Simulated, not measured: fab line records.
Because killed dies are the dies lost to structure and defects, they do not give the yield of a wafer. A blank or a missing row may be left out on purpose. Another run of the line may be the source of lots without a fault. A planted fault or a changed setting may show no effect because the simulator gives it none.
The tool behind it: which one? | flow rit-cmos | Sampling: 14 lots, 42 wafers, 2 of 202 route steps

WHAT THE GAUGES READ, wafer by wafer
The record lacks any reading of a measuring or inspecting step that a usual standard deviation could be used to judge.

TOOL THAT RAN EACH LOT (tool first, then ch and the chambers of the sampled wafers, then the start)
lot  | RIT_ACTIVE_ETCH_13                | RIT_M1_PROBE_99
L589 | rie-diel-01 ch 1,2,3, day 1 16:14 | prober-01, day 3 14:11
L590 | rie-diel-01 ch 1,2, day 1 19:50   | prober-02, day 3 20:09
L591 | rie-diel-01 ch 1,2,3, day 2 01:55 | prober-01, day 4 05:45
L593 | rie-diel-03 ch 0,1, day 2 13:04   | prober-01, day 4 14:53
L595 | rie-diel-04 ch 0,1,3, day 2 21:25 | prober-01, day 5 02:25
L596 | rie-diel-04 ch 0,1,3, day 3 04:34 | prober-02, day 5 08:46
L597 | rie-diel-04 ch 0,2,3, day 3 09:22 | prober-01, day 5 11:29
L599 | rie-diel-04 ch 2,3, day 3 17:49   | prober-01, day 5 18:28
L600 | rie-diel-03 ch 1,2, day 3 22:40   | prober-02, day 5 21:59
L602 | rie-diel-04 ch 0,2,3, day 4 08:11 | prober-02, day 6 07:10
L605 | rie-diel-04 ch 0,2,3, day 4 23:37 | prober-01, day 6 20:01
L609 | rie-diel-01 ch 0,1,2, day 5 19:12 | prober-01, day 7 17:46
L610 | rie-diel-01 ch 0,2,3, day 6 00:32 | prober-02, day 7 22:32
L611 | rie-diel-03 ch 0,1, day 6 05:40   | prober-01, day 8 00:47
- RIT_ACTIVE_ETCH_13: etches Si3N4 in SF6, stops on SiO2, time 210 s, target depth 210 nm.
- RIT_M1_PROBE_99

WHAT THE TOOLS THEMSELVES READ (means of the sampled wafers that have a number; where no wafer has one, the mark that the record gives instead)
RIT_ACTIVE_ETCH_13.
lot  | tool        | drypump-motor-current-A (A) | oes-product-au (a.u.) | throttle-valve-pct (%)
L589 | rie-diel-01 | 5.7                         | 0.824                 | 7.54
L590 | rie-diel-01 | 6.1                         | 0.823                 | 7.52
L591 | rie-diel-01 | 5.7                         | 0.829                 | 7.55
L593 | rie-diel-03 | 5.4                         | 0.837                 | 7.53
L595 | rie-diel-04 | 6.0                         | 0.828                 | 7.56
L596 | rie-diel-04 | 6.0                         | 0.822                 | 7.55
L597 | rie-diel-04 | 5.9                         | 0.824                 | 7.53
L599 | rie-diel-04 | 5.6                         | 0.829                 | 7.48
L600 | rie-diel-03 | 6.0                         | 0.830                 | 7.56
L602 | rie-diel-04 | 5.9                         | 0.802                 | 7.55
L605 | rie-diel-04 | 5.9                         | 0.795                 | 7.53
L609 | rie-diel-01 | 5.9                         | 0.832                 | 7.53
L610 | rie-diel-01 | 5.7                         | 0.836                 | 7.47
L611 | rie-diel-03 | 5.4                         | 0.841                 | 7.53

RIT_M1_PROBE_99.
lot  | tool      | killed-at-contacts | killed-at-front-end | killed-dies | killed-on-rim | killed-open | killed-short
L589 | prober-01 | 0.0                | 7                   | 7           | 1.7           | 3.0         | 4.0
L590 | prober-02 | 0.0                | 13                  | 13          | 3.7           | 5.7         | 7.0
L591 | prober-01 | 0.0                | 5                   | 5           | 0.7           | 2.3         | 2.7
L593 | prober-01 | 0.0                | 6                   | 6           | 2.0           | 4.0         | 2.3
L595 | prober-01 | 0.0                | 7                   | 7           | 2.3           | 3.7         | 3.7
L596 | prober-02 | 1.0                | 8                   | 9           | 3.3           | 5.0         | 4.3
L597 | prober-01 | 0.3                | 7                   | 7           | 0.3           | 3.3         | 3.7
L599 | prober-01 | 0.0                | 5                   | 5           | 2.3           | 3.7         | 1.7
L600 | prober-02 | 0.0                | 7                   | 7           | 1.7           | 4.0         | 2.7
L602 | prober-02 | 0.0                | 8                   | 8           | 0.7           | 4.0         | 4.3
L605 | prober-01 | 0.0                | 5                   | 5           | 1.3           | 2.0         | 2.7
L609 | prober-01 | 0.0                | 8                   | 8           | 3.0           | 3.7         | 4.0
L610 | prober-02 | 0.0                | 4                   | 4           | 1.7           | 2.3         | 2.0
L611 | prober-01 | 0.3                | 5                   | 6           | 1.7           | 3.3         | 2.3

THE ANSWER, worked out from the rows above alone
Rule: what is usual is taken from the lots themselves. Put in order of their means at a reading, lots are off if they are a third of the lots or fewer, leave a main group of 4 or more, and stand apart from it by a gap of 3 or more times the standard deviation of the main group's means; of several such gaps the widest counts. If all means in a main group match to the digits the tables above print for the reading, that group is not used. Also off: a lot with no number at a reading for which 4 or more lots have one. Any other lot the step has rows for is counted as sound. The gauges are gone through in route order, then the tools' own readings, and for those a lot's mean is taken as printed above. At the first step where some lot is off, the reading lying furthest off is the one used; lots without a number count as furthest.
Off at RIT_ACTIVE_ETCH_13 (oes-product-au): L602, L605. The main group: mean 0.830 a.u., standard deviation 0.0058.
A tool fits if, at that step or a process step before it, it ran every lot that is off, and no sound lot after the first of them. One fits: rie-diel-04 at RIT_ACTIVE_ETCH_13. A fault onset in the window from L599 (day 3 17:49, its last sound lot) to L602 (day 4 08:11, its first lot off) fits.
The tool's own readings at RIT_ACTIVE_ETCH_13 bear it out: on the lots that are off they differ by more than 5 times the standard deviation of the sound lots' means. oes-product-au reads 0.798 a.u. there against 0.830 a.u. on the sound lots.

WHAT THE SIMULATOR HAD INSERTED
rie-diel-04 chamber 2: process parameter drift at RIT_ACTIVE_ETCH_13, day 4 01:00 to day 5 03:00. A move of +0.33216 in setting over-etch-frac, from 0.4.
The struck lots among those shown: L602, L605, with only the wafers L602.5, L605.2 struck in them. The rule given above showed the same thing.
